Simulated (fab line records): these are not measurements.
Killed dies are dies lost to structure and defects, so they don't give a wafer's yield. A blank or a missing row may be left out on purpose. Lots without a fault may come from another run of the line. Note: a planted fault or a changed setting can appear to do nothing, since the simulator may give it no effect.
What tool caused it? -- flow berkeley_cmos170 -- Sampling: 14 lots, 42 wafers, 6 of 331 route steps

## WHAT THE GAUGES SHOWED, per wafer
UCB170_V1_CD_MEAS_12 targets a cd of 700 nm.
lot,measured,on,cd_nm (nm)
L429,day 7 06:16,cd_sem-01,700.9 701.8 699.0
L430,day 7 08:30,cd_sem-02,701.0 700.3 700.0
L428,day 7 08:47,cd_sem-01,698.1 698.2 697.8
L431,day 8 03:35,cd_sem-01,699.4 699.8 699.7
L432,day 8 03:50,cd_sem-01,701.7 701.8 700.6
L434,day 8 13:18,cd_sem-01,702.7 702.9 702.1
L439,day 9 07:05,cd_sem-02,699.2 699.9 698.5
L440,day 9 07:18,cd_sem-02,702.6 703.0 701.7
L441,day 10 06:41,cd_sem-01,698.3 699.5 697.9
L445,day 10 18:01,cd_sem-02,699.1 699.4 699.8
L448,day 11 07:58,cd_sem-02,701.6 702.0 703.0
L446,day 11 12:43,cd_sem-02,699.3 701.3 701.2
L447,day 11 12:51,cd_sem-01,701.0 699.7 699.8
L449,day 11 15:20,cd_sem-01,700.0 701.0 699.9

UCB170_M2_RS_MEAS_02: a four-point-probe measurement.
lot,measured,on,M2_AL_RS (ohm/sq)
L429,day 7 06:58,film_metro-01,0.03182 0.03224 0.03227
L430,day 7 09:13,film_metro-04,0.03208 0.03195 0.03217
L428,day 7 09:29,film_metro-03,0.03205 0.03206 0.03207
L431,day 8 04:18,film_metro-01,0.03017 0.03043 0.0302
L432,day 8 04:33,film_metro-04,0.03177 0.03172 0.03202
L434,day 8 14:00,film_metro-01,0.03009 0.03017 0.03027
L439,day 9 07:47,film_metro-01,0.03197 0.0321 0.03175
L440,day 9 08:00,film_metro-01,0.03199 0.03215 0.03202
L441,day 10 07:24,film_metro-04,0.03185 0.03177 0.0319
L445,day 10 18:44,film_metro-04,0.0324 0.03232 0.03204
L448,day 11 08:40,film_metro-04,0.0323 0.03214 0.03215
L446,day 11 13:25,film_metro-04,0.03179 0.03216 0.03168
L447,day 11 13:34,film_metro-03,0.03207 0.03203 0.03261
L449,day 11 16:02,film_metro-04,0.03196 0.03175 0.03193

UCB170_M2_THK_MEAS_03: measures by xrf.
lot,measured,on,M2_AL_THK (nm)
L429,day 7 07:05,film_metro-01,893 886 879
L430,day 7 09:20,film_metro-04,888 884 885
L428,day 7 09:36,film_metro-03,886 891 887
L431,day 8 04:25,film_metro-01,945 933 938
L432,day 8 04:39,film_metro-04,885 884 876
L434,day 8 14:07,film_metro-01,944 942 932
L439,day 9 07:53,film_metro-01,900 895 903
L440,day 9 08:07,film_metro-01,894 889 896
L441,day 10 07:30,film_metro-04,892 891 887
L445,day 10 18:50,film_metro-04,878 875 888
L448,day 11 08:46,film_metro-04,872 874 871
L446,day 11 13:31,film_metro-04,878 872 890
L447,day 11 13:41,film_metro-03,887 884 870
L449,day 11 16:09,film_metro-04,882 886 879

UCB170_M3_OVL_MEAS_16.
lot,measured,on,M3_OVL (nm)
L429,day 7 16:01,overlay-02,-12 -2 -5
L430,day 7 18:22,overlay-01,5 4 2
L428,day 7 18:38,overlay-02,1 -11 0
L431,day 8 13:04,overlay-02,-2 -3 -11
L432,day 8 13:18,overlay-02,4 -5 1
L434,day 8 21:44,overlay-01,9 2 8
L439,day 9 15:30,overlay-02,-3 1 1
L440,day 9 15:39,overlay-02,2 5 8
L441,day 10 14:30,overlay-02,9 5 1
L445,day 11 04:02,overlay-02,1 5 0
L448,day 11 15:50,overlay-01,9 -9 -3
L446,day 11 20:31,overlay-02,4 4 8
L447,day 11 20:54,overlay-01,2 -1 -6
L449,day 11 23:26,overlay-02,0 2 2

## WHICH TOOL RAN EACH LOT (tool, then ch and the chambers of the sampled wafers, then the start)
lot,UCB170_M2_SPUTTER_01,UCB170_M2_STRIP_19
L429,"pvd_sputter-04, day 7 06:53","plasma_asher-03 ch 0,1, day 7 10:56"
L430,"pvd_sputter-01, day 7 09:07","plasma_asher-04 ch 0,1, day 7 12:58"
L428,"pvd_sputter-03, day 7 09:24","plasma_asher-01 ch 0,1, day 7 13:04"
L431,"pvd_sputter-04, day 8 04:11","plasma_asher-03 ch 0,1, day 8 07:06"
L432,"pvd_sputter-01, day 8 04:25","plasma_asher-01 ch 0,1, day 8 07:15"
L434,"pvd_sputter-04, day 8 13:54","plasma_asher-04 ch 0,1, day 8 16:25"
L439,"pvd_sputter-01, day 9 07:41","plasma_asher-03 ch 0,1, day 9 10:14"
L440,"pvd_sputter-03, day 9 07:55","plasma_asher-01 ch 0,1, day 9 10:31"
L441,"pvd_sputter-01, day 10 07:16","plasma_asher-01 ch 0,1, day 10 09:48"
L445,"pvd_sputter-01, day 10 18:37","plasma_asher-03 ch 0, day 10 22:04"
L448,"pvd_sputter-01, day 11 08:32","plasma_asher-01 ch 0,1, day 11 11:01"
L446,"pvd_sputter-03, day 11 13:17","plasma_asher-01 ch 0,1, day 11 15:34"
L447,"pvd_sputter-01, day 11 13:29","plasma_asher-04 ch 0,1, day 11 15:58"
L449,"pvd_sputter-03, day 11 15:57","plasma_asher-01 ch 0,1, day 11 18:17"
- UCB170_M2_SPUTTER_01: material Al, target thk 900 nm, time 120 s.
- UCB170_M2_STRIP_19: strips in O2.

## WHAT THE TOOLS THEMSELVES READ (means of the sampled wafers that have a number; where no wafer has one, the mark that the record gives instead)
UCB170_M2_SPUTTER_01.
lot,tool,cathode_dc_power_W (W),throttle_valve_pct (%)
L429,pvd_sputter-04,6000.3,29.7
L430,pvd_sputter-01,5998.6,30.7
L428,pvd_sputter-03,5999.3,30.7
L431,pvd_sputter-04,6364.2,29.1
L432,pvd_sputter-01,6000.9,29.7
L434,pvd_sputter-04,6366.1,29.0
L439,pvd_sputter-01,6000.0,29.6
L440,pvd_sputter-03,5999.6,30.5
L441,pvd_sputter-01,6000.1,30.6
L445,pvd_sputter-01,5999.6,29.6
L448,pvd_sputter-01,5999.9,29.8
L446,pvd_sputter-03,6000.7,31.2
L447,pvd_sputter-01,6000.3,30.7
L449,pvd_sputter-03,5999.4,30.7

UCB170_M2_STRIP_19.
lot,tool,drypump_motor_current_A (A),oes_product_au (a.u.)
L429,plasma_asher-03,5.9,0.547
L430,plasma_asher-04,5.5,0.562
L428,plasma_asher-01,5.2,0.555
L431,plasma_asher-03,5.8,0.530
L432,plasma_asher-01,5.1,0.562
L434,plasma_asher-04,5.5,0.572
L439,plasma_asher-03,5.8,0.577
L440,plasma_asher-01,5.2,0.558
L441,plasma_asher-01,5.1,0.546
L445,plasma_asher-03,5.7,0.573
L448,plasma_asher-01,5.2,0.559
L446,plasma_asher-01,5.2,0.556
L447,plasma_asher-04,5.4,0.563
L449,plasma_asher-01,5.1,0.552

## THE ANSWER, worked out from the rows above alone
Rule: the usual values come from the lots themselves. The widest of any qualifying gaps counts: lots, ordered by their means at a reading, are off when they make up no more than a third of the lots, leave a main group of 4 or more, and stand apart from it by 3 or more times the standard deviation of that group's means. The tables above print the reading to a certain number of digits; a main group whose means all agree to those digits is not used. A lot without any number at a reading at which 4 lots or more have one is off too. Where the step has rows for the other lots, those lots are counted as sound. First the gauges in route order, then the tools' own readings, where a lot's mean is used as printed above. At the first step where some lot is off, the reading lying furthest off is the one used; lots without a number count as furthest.
Off: L431, L434, seen at UCB170_M2_RS_MEAS_02 (M2_AL_RS). The main group: mean 0.03203 ohm/sq, standard deviation 0.00015.
If a tool, at a process step before that reading, ran all the lots that are off and no sound lot after the first of them, it fits. Not tried: the gauges at UCB170_M2_RS_MEAS_02; whatever is off there is also off at UCB170_M2_SPUTTER_01, on other tools, and gauge error can't account for it. One fits: pvd_sputter-04 at UCB170_M2_SPUTTER_01. A fault onset in the window from L429 (day 7 06:53, its last sound lot) to L431 (day 8 04:11, its first lot off) fits.
On the lots that are off, the tool's own readings at UCB170_M2_SPUTTER_01 differ by more than 5 times the standard deviation of the sound lots' means, which bears it out; cathode_dc_power_W reads 6365.1 W there versus 5999.9 W on the sound lots.

## WHAT THE SIMULATOR HAD INSERTED
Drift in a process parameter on pvd_sputter-04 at UCB170_M2_SPUTTER_01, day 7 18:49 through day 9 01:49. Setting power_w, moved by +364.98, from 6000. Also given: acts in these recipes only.
Struck lots among those shown: L431, L434. The rule given above showed the same thing.
